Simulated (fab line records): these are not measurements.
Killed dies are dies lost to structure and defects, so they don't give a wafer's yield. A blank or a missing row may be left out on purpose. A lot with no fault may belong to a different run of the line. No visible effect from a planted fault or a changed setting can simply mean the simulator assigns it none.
Split-lot study | flow berkeley cmos170 | 23 wafers read across 5 lots, on a route 331 steps long

ON THE SPLIT
At UCB170_FIELD_OXIDATION_01 (target thk 558.3 nm, ox time 7200 s), the setting ox time s was moved away from the recipe's 7200 s on 15 of the 23 wafers read, by -8.5% to -5.5%. The other wafers ran this setting at the recipe's value.

The reading is taken at the split's own step.

THE READING
SiO2_of_FIELD_OXIDATION_01.thk nm (the simulator's own value, which no gauge read), in nm, at UCB170_FIELD_OXIDATION_01 (target thk 558.3 nm, ox time 7200 s). The file gives no usual value for it. The 8 wafers here that ran the recipe average 553.3 nm, standard deviation 3.8 nm.

wafer  | tool, chamber at the split | ox time s as run, s | against the recipe | SiO2_of_FIELD_OXIDATION_01.thk nm, nm | against lot-mates on the recipe
L076.1 | -, -                       | 6585                | -8.5%              | 520.7                                 | no lot-mate on the recipe
L076.2 | -, -                       | 6585                | -8.5%              | 526.1                                 | no lot-mate on the recipe
L076.3 | -, -                       | 6585                | -8.5%              | 519.3                                 | no lot-mate on the recipe
L076.4 | -, -                       | 6585                | -8.5%              | 525.7                                 | no lot-mate on the recipe
L076.6 | -, -                       | 6585                | -8.5%              | 514.9                                 | no lot-mate on the recipe
L077.1 | furnace-01, 0              | 7200                | recipe             | 553.1                                 | -
L077.4 | furnace-01, 0              | 7200                | recipe             | 551.9                                 | -
L077.5 | furnace-01, 0              | 7200                | recipe             | 545.3                                 | -
L079.1 | -, -                       | 7200                | recipe             | 559.4                                 | -
L079.2 | -, -                       | 7200                | recipe             | 554.1                                 | -
L079.3 | -, -                       | 7200                | recipe             | 552.6                                 | -
L079.4 | -, -                       | 7200                | recipe             | 553.5                                 | -
L079.6 | -, -                       | 7200                | recipe             | 556.4                                 | -
L080.1 | -, -                       | 6776                | -5.9%              | 527.8                                 | no lot-mate on the recipe
L080.2 | -, -                       | 6776                | -5.9%              | 529.9                                 | no lot-mate on the recipe
L080.3 | -, -                       | 6776                | -5.9%              | 530.1                                 | no lot-mate on the recipe
L080.4 | -, -                       | 6776                | -5.9%              | 535.3                                 | no lot-mate on the recipe
L080.5 | -, -                       | 6776                | -5.9%              | 529.6                                 | no lot-mate on the recipe
L082.1 | -, -                       | 6807                | -5.5%              | 521.8                                 | no lot-mate on the recipe
L082.2 | -, -                       | 6807                | -5.5%              | 535.8                                 | no lot-mate on the recipe
L082.4 | -, -                       | 6807                | -5.5%              | 531.3                                 | no lot-mate on the recipe
L082.5 | -, -                       | 6807                | -5.5%              | 532.8                                 | no lot-mate on the recipe
L082.6 | -, -                       | 6807                | -5.5%              | 519.3                                 | no lot-mate on the recipe

THE FIT
A straight line over all 23 wafers: SiO2_of_FIELD_OXIDATION_01.thk nm changes by +3.87 nm for each +1% of ox time s; r = +0.94; the points scatter about the line by 5 nm.
Too few moved wafers with a lot-mate on the recipe to fit a line net of each lot's own level.

THE FILE'S OWN FIT
SiO2_of_FIELD_OXIDATION_01.thk nm changes by +3.87 nm for each +1% of ox time s, r = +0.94.
